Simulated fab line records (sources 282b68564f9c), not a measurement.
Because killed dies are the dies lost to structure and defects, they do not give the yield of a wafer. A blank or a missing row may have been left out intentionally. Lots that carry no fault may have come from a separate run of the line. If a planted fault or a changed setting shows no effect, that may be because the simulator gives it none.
Lot-split experiment + flow rit cmos + 23 wafers read from 5 lots, route of 202 steps

ON THE SPLIT
At RIT_SPACER_CVD_03 (deposits Si3N4 from SiH2Cl2/NH3, target thk 250 nm, time 3300 s), the setting sih2cl2 flow sccm was moved away from the recipe's 60 sccm on 10 of the 23 wafers read, by -4.7% to +12.0%. All remaining wafers had this setting at the recipe value.

There is no step in the file separating the split from the reading.

THE READING
SPACER_NITRIDE_THK (nm), taken at RIT_SPACER_THK_MEAS_04. On this fab line, fault-free wafers typically give 250.0 nm with a standard deviation of 1.5 nm.

| wafer  | tool, chamber at the split | sih2cl2 flow sccm as run, sccm | against the recipe | SPACER_NITRIDE_THK, nm | against lot-mates on the recipe |
|--------|----------------------------|--------------------------------|--------------------|------------------------|---------------------------------|
| L074.3 | lpcvd-01, 1                | 60                             | recipe             | 249.6                  | -                               |
| L074.5 | lpcvd-01, 1                | 60                             | recipe             | 250.5                  | -                               |
| L074.6 | lpcvd-01, 1                | 60                             | recipe             | 250.5                  | -                               |
| L078.1 | -, -                       | 67.22                          | +12.0%             | 261.0                  | no lot-mate on the recipe       |
| L078.2 | -, -                       | 67.22                          | +12.0%             | 259.3                  | no lot-mate on the recipe       |
| L078.3 | -, -                       | 67.22                          | +12.0%             | 260.9                  | no lot-mate on the recipe       |
| L078.4 | -, -                       | 67.22                          | +12.0%             | 259.4                  | no lot-mate on the recipe       |
| L078.5 | -, -                       | 67.22                          | +12.0%             | 259.4                  | no lot-mate on the recipe       |
| L079.1 | -, -                       | 57.17                          | -4.7%              | 246.6                  | no lot-mate on the recipe       |
| L079.3 | -, -                       | 57.17                          | -4.7%              | 245.9                  | no lot-mate on the recipe       |
| L079.4 | -, -                       | 57.17                          | -4.7%              | 247.7                  | no lot-mate on the recipe       |
| L079.5 | -, -                       | 57.17                          | -4.7%              | 246.5                  | no lot-mate on the recipe       |
| L079.6 | -, -                       | 57.17                          | -4.7%              | 247.0                  | no lot-mate on the recipe       |
| L083.2 | -, -                       | 60                             | recipe             | 252.4                  | -                               |
| L083.3 | -, -                       | 60                             | recipe             | 252.4                  | -                               |
| L083.4 | -, -                       | 60                             | recipe             | 252.0                  | -                               |
| L083.5 | -, -                       | 60                             | recipe             | 253.0                  | -                               |
| L083.6 | -, -                       | 60                             | recipe             | 251.7                  | -                               |
| L085.2 | -, -                       | 60                             | recipe             | 249.9                  | -                               |
| L085.3 | -, -                       | 60                             | recipe             | 251.4                  | -                               |
| L085.4 | -, -                       | 60                             | recipe             | 251.5                  | -                               |
| L085.5 | -, -                       | 60                             | recipe             | 250.4                  | -                               |
| L085.6 | -, -                       | 60                             | recipe             | 250.1                  | -                               |

FIT RESULTS
A straight line over all 23 wafers: SPACER_NITRIDE_THK changes by +0.773 nm for each +1% of sih2cl2 flow sccm; r = +0.98; the points scatter about the line by 1 nm.
Too few moved wafers have a lot-mate on the recipe to fit a line with each lot's own level taken away.

THE WHOLE CHAIN: every reading that the file lists as answering this split, in the file's order
| step                   | what it does                                                             | reading                                                                        | change (the file's fit)               | r (the file's) |
|------------------------|--------------------------------------------------------------------------|--------------------------------------------------------------------------------|---------------------------------------|----------------|
| RIT_SPACER_CVD_03      | deposits Si3N4 from SiH2Cl2/NH3, target thk 250 nm, time 3300 s          | Si3N4_of_SPACER_CVD_03.thk nm (the simulator's own value, which no gauge read) | +0.769 nm for each +1% of the setting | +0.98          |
| RIT_SPACER_THK_MEAS_04 |                                                                          | SPACER_NITRIDE_THK                                                             | +0.773 for each +1% of the setting    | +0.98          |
| RIT_SPACER_ETCHBACK_05 | etches Si3N4 in SF6/CHF3, stops on SiO2, target depth 250 nm, time 240 s | etch.depth nm (the simulator's own value, which no gauge read)                 | +0.769 nm for each +1% of the setting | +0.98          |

THE FILE'S OWN FIT
SPACER_NITRIDE_THK changes by +0.773 nm for each +1% of sih2cl2 flow sccm, r = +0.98.
